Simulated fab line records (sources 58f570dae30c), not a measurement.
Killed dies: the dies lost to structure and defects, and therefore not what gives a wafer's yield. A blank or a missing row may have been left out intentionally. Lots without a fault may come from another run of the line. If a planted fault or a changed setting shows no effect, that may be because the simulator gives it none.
Which tool was responsible? -- flow berkeley-cmos170 -- 15 lots with 45 wafers sampled at 4 steps, on a route of 331 steps

WHAT EACH GAUGE READ, for each wafer
UCB170_V1_OVL_MEAS_13.
lot,measured,on,V1_OVL (nm)
L675,day 7 19:41,overlay-01,5 -4 -3
L678,day 7 22:03,overlay-02,4 7 1
L677,day 7 20:06,overlay-01,0 -2 11
L679,day 8 02:36,overlay-01,2 -2 0
L681,day 8 02:53,overlay-01,2 2 10
L692,day 11 10:20,overlay-02,5 11 7
L693,day 11 12:24,overlay-01,-5 -1 2
L694,day 11 10:41,overlay-02,4 2 2
L695,day 11 10:58,overlay-01,-2 -1 -4
L696,day 11 10:27,overlay-02,9 1 6
L697,day 11 10:24,overlay-01,1 2 -5
L698,day 11 13:14,overlay-02,7 11 10

UCB170_M3_OVL_MEAS_16.
lot,measured,on,M3_OVL (nm)
L675,day 8 04:30,overlay-01,-2 -3 -7
L678,day 8 07:57,overlay-02,6 8 4
L677,day 8 06:39,overlay-02,7 4 8
L679,day 8 14:14,overlay-02,4 5 7
L681,day 8 14:51,overlay-02,-6 -8 -5
L692,day 12 00:25,overlay-01,-1 -14 -2
L693,day 12 01:12,overlay-02,-9 -4 -10
L694,day 12 01:01,overlay-02,-10 -7 -12
L695,day 12 01:03,overlay-01,3 3 1
L696,day 12 00:56,overlay-01,-4 -8 1
L697,day 12 00:41,overlay-02,-1 -13 -8
L698,day 12 01:18,overlay-01,1 -7 6

WHAT TOOL EACH LOT RAN ON (gives the tool, then ch and the chambers of the sampled wafers, and finally the start)
lot,UCB170_PWELL_STRIP_16,UCB170_M1_ETCH_11
L675,"plasma-asher-02 ch 0,1, day 3 01:34","rie-diel-04 ch 2,3, day 7 15:05"
L678,"plasma-asher-01 ch 0,1, day 3 11:01","rie-diel-01 ch 0,1,2, day 7 15:50"
L677,"plasma-asher-02 ch 0, day 3 11:10","rie-diel-03 ch 0,3, day 7 15:34"
L679,"plasma-asher-02 ch 0,1, day 3 15:15","rie-diel-01 ch 1,2,3, day 7 20:47"
L681,"plasma-asher-03 ch 0,1, day 4 00:38","rie-diel-03 ch 0,1,3, day 7 20:31"
L683,"plasma-asher-02 ch 0,1, day 4 18:27",-
L684,"plasma-asher-02 ch 0,1, day 4 18:50",-
L685,"plasma-asher-01 ch 0,1, day 5 00:00",-
L692,"plasma-asher-01 ch 0,1, day 7 02:32","rie-diel-04 ch 0,1,2, day 11 04:07"
L693,"plasma-asher-02 ch 0,1, day 7 02:41","rie-diel-01 ch 1,2,3, day 11 05:08"
L694,"plasma-asher-03 ch 0,1, day 7 02:46","rie-diel-01 ch 0,1,2, day 11 02:24"
L695,"plasma-asher-01 ch 0,1, day 7 03:03","rie-diel-01 ch 0,1,3, day 11 03:35"
L696,"plasma-asher-03 ch 0,1, day 7 08:26","rie-diel-01 ch 1,2,3, day 11 01:26"
L697,"plasma-asher-01 ch 0,1, day 7 08:34","rie-diel-01 ch 1,2,3, day 11 03:52"
L698,"plasma-asher-02 ch 0,1, day 7 22:28","rie-diel-04 ch 0,1,2, day 11 05:28"
- UCB170_PWELL_STRIP_16: strips in O2.
- UCB170_M1_ETCH_11: etches BARC in N2/H2.

WHAT THE TOOLS THEMSELVES READ (means of the sampled wafers that have a number; where no wafer has one, the mark that the record gives instead)
UCB170_PWELL_STRIP_16.
lot,tool,chamber-pressure-mTorr (mTorr),drypump-motor-current-A (A),oes-product-au (a.u.),strip-time-to-endpoint-s (s)
L675,plasma-asher-02,3497,6.0,0.725,18.03
L678,plasma-asher-01,3501,5.6,0.721,18.11
L677,plasma-asher-02,3502,6.2,0.723,18.05
L679,plasma-asher-02,3500,6.0,0.717,18.04
L681,plasma-asher-03,3499,6.0,0.722,17.96
L683,plasma-asher-02,-,-,-,-
L684,plasma-asher-02,-,-,-,-
L685,plasma-asher-01,-,-,-,-
L692,plasma-asher-01,3500,5.3,0.721,18.08
L693,plasma-asher-02,3498,5.8,0.719,18.20
L694,plasma-asher-03,3504,5.8,0.722,18.09
L695,plasma-asher-01,3501,5.3,0.720,17.94
L696,plasma-asher-03,3499,5.9,0.721,18.04
L697,plasma-asher-01,3499,5.4,0.721,18.18
L698,plasma-asher-02,3500,6.0,0.718,18.12

UCB170_M1_ETCH_11.
lot,tool,drypump-motor-current-A (A),oes-product-au (a.u.),throttle-valve-pct (%)
L675,rie-diel-04,6.1,0.997,13.36
L678,rie-diel-01,5.8,1.007,13.16
L677,rie-diel-03,5.5,1.002,13.36
L679,rie-diel-01,5.8,1.014,13.16
L681,rie-diel-03,5.3,0.998,13.42
L692,rie-diel-04,6.3,0.987,13.19
L693,rie-diel-01,5.8,1.024,13.17
L694,rie-diel-01,5.9,1.013,13.19
L695,rie-diel-01,5.7,1.006,13.10
L696,rie-diel-01,5.8,1.016,13.16
L697,rie-diel-01,5.8,1.021,13.16
L698,rie-diel-04,6.3,0.986,13.18

THE ANSWER, worked out from the rows above alone
Rule: usual is defined by the lots themselves. Put in order of their means at a reading, lots are off if they are a third of the lots or fewer, leave a main group of 4 or more, and stand apart from it by a gap of 3 or more times the standard deviation of the main group's means; of several such gaps the widest counts. A main group is skipped when, at the precision printed for the reading in the tables above, its means are all equal. A lot without any number at a reading at which 4 lots or more have one is off too. The other lots that the step has rows for count as sound. First the gauges in route order, then the tools' own readings, where a lot's mean is used as printed above. At the first step where some lot is off, the reading lying furthest off is the one used; lots without a number count as furthest.
Off at UCB170_PWELL_STRIP_16 (chamber-pressure-mTorr): L683, L684, L685. Without a number there: L683, L684, L685. Mean 3500 mTorr and standard deviation 1.8 in the main group.
A tool fits if, at that step or a process step before it, it ran every lot that is off, and no sound lot after the first of them. No candidate that was tried fits.

WHAT THE SIMULATOR PUT IN
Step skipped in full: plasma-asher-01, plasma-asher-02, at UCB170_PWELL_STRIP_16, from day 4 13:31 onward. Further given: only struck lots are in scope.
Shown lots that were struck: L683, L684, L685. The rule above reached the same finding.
